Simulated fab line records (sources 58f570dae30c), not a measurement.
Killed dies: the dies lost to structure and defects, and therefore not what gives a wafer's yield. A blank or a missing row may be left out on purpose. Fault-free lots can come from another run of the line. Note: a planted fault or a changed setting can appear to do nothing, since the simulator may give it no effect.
Problem report in the 8D (eight disciplines) form, filled by code	flow berkeley-cmos170	the parts of the form that need people (team, actions taken, sign-off) are left out

1. THE ISSUE
Wafers without a fault read 84.5 s, standard deviation 0.45; run-length-s at UCB170_GATE_ETCH_15 reads a mean of 101.0 s on 3 wafers belonging to 2 lots. Relative to the usual mean, that is a shift of +37 standard deviations.
The step: etches poly-Si in HBr/Cl2, stops on SiO2, time 56.3 s, target depth 278.2 nm.
Seen first at day 6 19:53 on rie-si-01, wafer L585.3. The record holds 18 wafers of 6 lots with a number at this step. Rule for "out", or "out of limits": more than 4 standard deviations from the usual mean. The other wafers with a number count as sound.

2. WHAT IT IS AND WHAT IT IS NOT
question	is	is not
which readings at this step	run-length-s, oes-product-au	drypump-motor-current-A, throttle-valve-pct
which lots	L585, L587	L586, L600, L603, L605
which wafers of those lots	L585.3, L587.4, L587.5	L585.4, L585.6, L587.1
read on which tools	rie-si-01	rie-si-02
when	from day 6 19:53	up to then (2 sound wafers); but 13 sound wafers of L586, L587, L600, L603, L605 came after

3. SUSPECTS, AND WHAT RULES EACH OUT
Counting: any tool at a process step up to the reading remains a suspect provided it ran every lot that is out. Sound lots after the first of them don't rule it out here, since some wafers of a struck lot are sound.
- rie-diel-04 at UCB170_GATE_ETCH_14 (etches BARC in N2/H2): kept. It ran every lot that is out, first L585 (day 6 19:50).
- rie-si-01 at UCB170_GATE_ETCH_15 (etches poly-Si in HBr/Cl2, stops on SiO2, time 56.3 s, target depth 278.2 nm): kept. It ran every lot that is out, first L585 (day 6 19:53). Its own oes-product-au, run-length-s readings are out on those wafers.
- Within rie-si-01 at UCB170_GATE_ETCH_15: the wafers that are out ran in chamber 3; their sound lot-mates ran in chambers 0, 1, 2.
What counting leaves: rie-diel-04 at UCB170_GATE_ETCH_14 and rie-si-01 at UCB170_GATE_ETCH_15.

4. THE CAUSE (what the simulator had put in)
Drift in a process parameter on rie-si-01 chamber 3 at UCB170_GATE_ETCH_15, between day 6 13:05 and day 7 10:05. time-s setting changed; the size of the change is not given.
2 suspects survive the count, and this tool is in that group.

5. THE EFFECT CHAIN, in route order
One row per reading whose mean, taken over the struck wafers that have a number, lies over 3 standard deviations from the usual. Only readings for which the record gives a usual standard deviation are gone through. hours: the time from each lot's start at the first step in this table that gives one to its start at this step, as a median over the lots. sigmas: the change in usual standard deviations.
hours	step	reading	usual	on struck wafers	change	sigmas
0	UCB170_GATE_ETCH_15	oes-product-au	0.830 a.u.	0.706	-0.124	-10
0	UCB170_GATE_ETCH_15	run-length-s	84.5 s	101.0	+16.5	+37
Its process steps:
- UCB170_GATE_ETCH_15: etches poly-Si in HBr/Cl2, stops on SiO2, time 56.3 s, target depth 278.2 nm.

6. HOW IT WOULD HAVE BEEN CAUGHT EARLIER
In this record no reading fell out of limits until day 6 19:53, 7 hours after the fault had begun at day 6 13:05.
